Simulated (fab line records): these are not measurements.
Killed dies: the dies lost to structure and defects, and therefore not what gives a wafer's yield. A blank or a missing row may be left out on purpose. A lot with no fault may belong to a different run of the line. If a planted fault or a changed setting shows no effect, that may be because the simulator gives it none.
Lot-split experiment / flow rit cmos / 23 wafers read across 5 lots, on a route 202 steps long

## SPLIT DETAILS
At RIT_PRETRO_COAT_01 (resist thk 1300 nm), the setting spin rpm was moved away from the recipe's 2000 rpm on 11 of the 23 wafers read, by -5.0% to -2.5%. This setting was run at the recipe's value on the other wafers.

## FROM THE SPLIT TO THE READING: what the file shows between them, 3 steps
- RIT_PRETRO_SOFTBAKE_02: time 60 s
- RIT_PRETRO_EXPOSE_03: exposes mask M5, target cd 43700 nm
- RIT_PRETRO_DEVELOP_05: develop time 66.21 s

## THE READING
NOVOLAK_of_PRETRO_COAT_01.thk nm (the simulator's own value, which no gauge read), in nm, at RIT_PRETRO_HARDBAKE_07 (time 120 s). There is no usual value for it anywhere in the file. The 12 wafers here that ran the recipe average 1136 nm, standard deviation 4.1 nm.

wafer=L074.1; tool, chamber at the split=litho track-01, 0; spin rpm as run, rpm=1949; against the recipe=-2.5%; NOVOLAK_of_PRETRO_COAT_01.thk nm, nm=1155; against lot-mates on the recipe=+14
wafer=L074.2; tool, chamber at the split=litho track-01, 0; spin rpm as run, rpm=1949; against the recipe=-2.5%; NOVOLAK_of_PRETRO_COAT_01.thk nm, nm=1154; against lot-mates on the recipe=+12
wafer=L074.4; tool, chamber at the split=litho track-01, 0; spin rpm as run, rpm=1949; against the recipe=-2.5%; NOVOLAK_of_PRETRO_COAT_01.thk nm, nm=1154; against lot-mates on the recipe=+12
wafer=L074.3; tool, chamber at the split=litho track-01, 0; spin rpm as run, rpm=2000; against the recipe=recipe; NOVOLAK_of_PRETRO_COAT_01.thk nm, nm=1140; against lot-mates on the recipe=-
wafer=L074.5; tool, chamber at the split=litho track-01, 0; spin rpm as run, rpm=2000; against the recipe=recipe; NOVOLAK_of_PRETRO_COAT_01.thk nm, nm=1143; against lot-mates on the recipe=-
wafer=L077.1; tool, chamber at the split=litho track-03, 0; spin rpm as run, rpm=1936; against the recipe=-3.2%; NOVOLAK_of_PRETRO_COAT_01.thk nm, nm=1158; against lot-mates on the recipe=+21
wafer=L077.2; tool, chamber at the split=litho track-03, 0; spin rpm as run, rpm=1936; against the recipe=-3.2%; NOVOLAK_of_PRETRO_COAT_01.thk nm, nm=1155; against lot-mates on the recipe=+18
wafer=L077.3; tool, chamber at the split=litho track-03, 0; spin rpm as run, rpm=1936; against the recipe=-3.2%; NOVOLAK_of_PRETRO_COAT_01.thk nm, nm=1154; against lot-mates on the recipe=+17
wafer=L077.4; tool, chamber at the split=litho track-03, 0; spin rpm as run, rpm=2000; against the recipe=recipe; NOVOLAK_of_PRETRO_COAT_01.thk nm, nm=1135; against lot-mates on the recipe=-
wafer=L077.6; tool, chamber at the split=litho track-03, 0; spin rpm as run, rpm=2000; against the recipe=recipe; NOVOLAK_of_PRETRO_COAT_01.thk nm, nm=1139; against lot-mates on the recipe=-
wafer=L078.1; tool, chamber at the split=litho track-01, 0; spin rpm as run, rpm=2000; against the recipe=recipe; NOVOLAK_of_PRETRO_COAT_01.thk nm, nm=1131; against lot-mates on the recipe=-
wafer=L078.3; tool, chamber at the split=litho track-01, 0; spin rpm as run, rpm=1900; against the recipe=-5.0%; NOVOLAK_of_PRETRO_COAT_01.thk nm, nm=1158; against lot-mates on the recipe=+29
wafer=L078.5; tool, chamber at the split=litho track-01, 0; spin rpm as run, rpm=1900; against the recipe=-5.0%; NOVOLAK_of_PRETRO_COAT_01.thk nm, nm=1158; against lot-mates on the recipe=+29
wafer=L078.4; tool, chamber at the split=litho track-01, 0; spin rpm as run, rpm=2000; against the recipe=recipe; NOVOLAK_of_PRETRO_COAT_01.thk nm, nm=1127; against lot-mates on the recipe=-
wafer=L078.6; tool, chamber at the split=litho track-01, 0; spin rpm as run, rpm=1900; against the recipe=-5.0%; NOVOLAK_of_PRETRO_COAT_01.thk nm, nm=1155; against lot-mates on the recipe=+26
wafer=L082.1; tool, chamber at the split=litho track-03, 0; spin rpm as run, rpm=2000; against the recipe=recipe; NOVOLAK_of_PRETRO_COAT_01.thk nm, nm=1138; against lot-mates on the recipe=-
wafer=L082.4; tool, chamber at the split=litho track-03, 0; spin rpm as run, rpm=2000; against the recipe=recipe; NOVOLAK_of_PRETRO_COAT_01.thk nm, nm=1138; against lot-mates on the recipe=-
wafer=L082.6; tool, chamber at the split=litho track-03, 0; spin rpm as run, rpm=2000; against the recipe=recipe; NOVOLAK_of_PRETRO_COAT_01.thk nm, nm=1134; against lot-mates on the recipe=-
wafer=L083.1; tool, chamber at the split=litho track-04, 0; spin rpm as run, rpm=2000; against the recipe=recipe; NOVOLAK_of_PRETRO_COAT_01.thk nm, nm=1135; against lot-mates on the recipe=-
wafer=L083.3; tool, chamber at the split=litho track-04, 0; spin rpm as run, rpm=1945; against the recipe=-2.7%; NOVOLAK_of_PRETRO_COAT_01.thk nm, nm=1151; against lot-mates on the recipe=+17
wafer=L083.4; tool, chamber at the split=litho track-04, 0; spin rpm as run, rpm=2000; against the recipe=recipe; NOVOLAK_of_PRETRO_COAT_01.thk nm, nm=1133; against lot-mates on the recipe=-
wafer=L083.5; tool, chamber at the split=litho track-04, 0; spin rpm as run, rpm=1945; against the recipe=-2.7%; NOVOLAK_of_PRETRO_COAT_01.thk nm, nm=1149; against lot-mates on the recipe=+15
wafer=L083.6; tool, chamber at the split=litho track-04, 0; spin rpm as run, rpm=2000; against the recipe=recipe; NOVOLAK_of_PRETRO_COAT_01.thk nm, nm=1134; against lot-mates on the recipe=-

FIT RESULTS
A straight line over all 23 wafers: NOVOLAK_of_PRETRO_COAT_01.thk nm changes by -5.01 nm for each +1% of spin rpm; r = -0.91; the points scatter about the line by 4.4 nm.
The same after taking each lot's own level away (the mean of its wafers on the recipe; 23 wafers): -5.61 nm for each +1%; r = -0.99; scatter 1.7 nm.
That fit puts the effect of the largest move of spin rpm on the reading at 28 nm.
From 1129.0 to 1141.5 nm: that is the span of the lots' own levels, equal to 3.0 times the standard deviation above.
So the lot-to-lot level changes the slope: the two fits differ.
Check: with one of the wafers moved furthest among these (-5.0%) left out of the fit, the line predicts +27.8 nm for it against its lot-mates. Against them it came out at +29 nm.

## ADDITIONAL SPLITS CARRIED BY THESE WAFERS
Note: prior to the reading, these wafers also went through further splits. Each is held against what the fit with the lots' levels taken away leaves over:
other split on the same wafers=RIT_ACTIVE_OXIDATION_01 ox time s; wafers away from the commonest value=18; r with NOVOLAK_of_PRETRO_COAT_01.thk nm (lot level and that fit taken away)=+0.02
other split on the same wafers=RIT_ACTIVE_EXPOSE_08 dose mj; wafers away from the commonest value=7; r with NOVOLAK_of_PRETRO_COAT_01.thk nm (lot level and that fit taken away)=+0.04
other split on the same wafers=RIT_ACTIVE_ETCH_13 over etch frac; wafers away from the commonest value=6; r with NOVOLAK_of_PRETRO_COAT_01.thk nm (lot level and that fit taken away)=-0.01
other split on the same wafers=RIT_NRETRO_COAT_01 spin rpm; wafers away from the commonest value=10; r with NOVOLAK_of_PRETRO_COAT_01.thk nm (lot level and that fit taken away)=+0.23

## THE WHOLE CHAIN: every reading that the file lists as answering this split, in the file's order
step=RIT_PRETRO_COAT_01; what it does=resist thk 1300 nm; reading=NOVOLAK_of_PRETRO_COAT_01.thk nm (the simulator's own value, which no gauge read); change (the file's fit)=-6.6 nm for each +1% of the setting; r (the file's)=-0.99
step=RIT_PRETRO_HARDBAKE_07; what it does=time 120 s; reading=NOVOLAK_of_PRETRO_COAT_01.thk nm (the simulator's own value, which no gauge read); change (the file's fit)=-5.68 nm for each +1% of the setting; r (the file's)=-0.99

## FILE'S OWN FIT
NOVOLAK_of_PRETRO_COAT_01.thk nm changes by -5.68 nm for each +1% of spin rpm, r = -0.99.
